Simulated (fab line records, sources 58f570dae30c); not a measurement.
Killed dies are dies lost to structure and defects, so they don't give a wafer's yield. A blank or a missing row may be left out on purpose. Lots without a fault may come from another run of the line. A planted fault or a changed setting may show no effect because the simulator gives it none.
Which tool did it? | flow berkeley_cmos170 | 7 lots, 21 wafers sampled, at 2 steps of a route of 331

WHAT THE GAUGES READ, wafer by wafer
UCB170_M2_RS_MEAS_02: measures by four-point-probe.
lot  | measured     | on            | M2_AL_RS (ohm/sq)
L415 | day 7 17:05  | film_metro-04 | 0.0314 0.0320 0.0320
L419 | day 8 10:57  | film_metro-03 | 0.0323 0.0324 0.0323
L420 | day 8 17:29  | film_metro-02 | 0.0320 0.0316 0.0319
L423 | day 8 20:43  | film_metro-03 | 0.0322 0.0319 0.0322
L430 | day 10 11:57 | film_metro-02 | 0.0320 0.0317 0.0318
L432 | day 11 02:35 | film_metro-04 | 0.0386 0.0385 0.0383
L437 | day 12 01:02 | film_metro-03 | 0.0321 0.0313 0.0319

WHICH TOOL RAN EACH LOT (tool, then ch and the chambers of the sampled wafers, then the start)
lot  | UCB170_M2_SPUTTER_01
L415 | pvd_sputter-04, day 7 17:00
L419 | pvd_sputter-04, day 8 10:51
L420 | pvd_sputter-01, day 8 17:23
L423 | pvd_sputter-01, day 8 20:37
L430 | pvd_sputter-04, day 10 11:52
L432 | pvd_sputter-01, day 11 02:31
L437 | pvd_sputter-02, day 12 00:56
- UCB170_M2_SPUTTER_01: material Al, target thk 900 nm, time 120 s.

THE ANSWER, worked out from the rows above alone
Rule: what is usual is taken from the lots themselves. Put in order of their means at a reading, lots are off if they are a third of the lots or fewer, leave a main group of 4 or more, and stand apart from it by a gap of 3 or more times the standard deviation of the main group's means; of several such gaps the widest counts. A main group whose means are all the same, to the digits that the tables above print for the reading, isn't used. A lot without any number at a reading at which 4 lots or more have one is off too. The other lots that the step has rows for count as sound.
Off: L432, at UCB170_M2_RS_MEAS_02 (M2_AL_RS). The main group: mean 0.0319 ohm/sq, standard deviation 0.00021.
A tool fits if, at a process step before that reading, it ran every lot that is off, and no sound lot after the first of them. The gauges at UCB170_M2_RS_MEAS_02 are tried like those tools. Can't be told from this: 2 tools fit, pvd_sputter-01 at UCB170_M2_SPUTTER_01, film_metro-04 at UCB170_M2_RS_MEAS_02.

WHAT THE SIMULATOR HAD PUT IN
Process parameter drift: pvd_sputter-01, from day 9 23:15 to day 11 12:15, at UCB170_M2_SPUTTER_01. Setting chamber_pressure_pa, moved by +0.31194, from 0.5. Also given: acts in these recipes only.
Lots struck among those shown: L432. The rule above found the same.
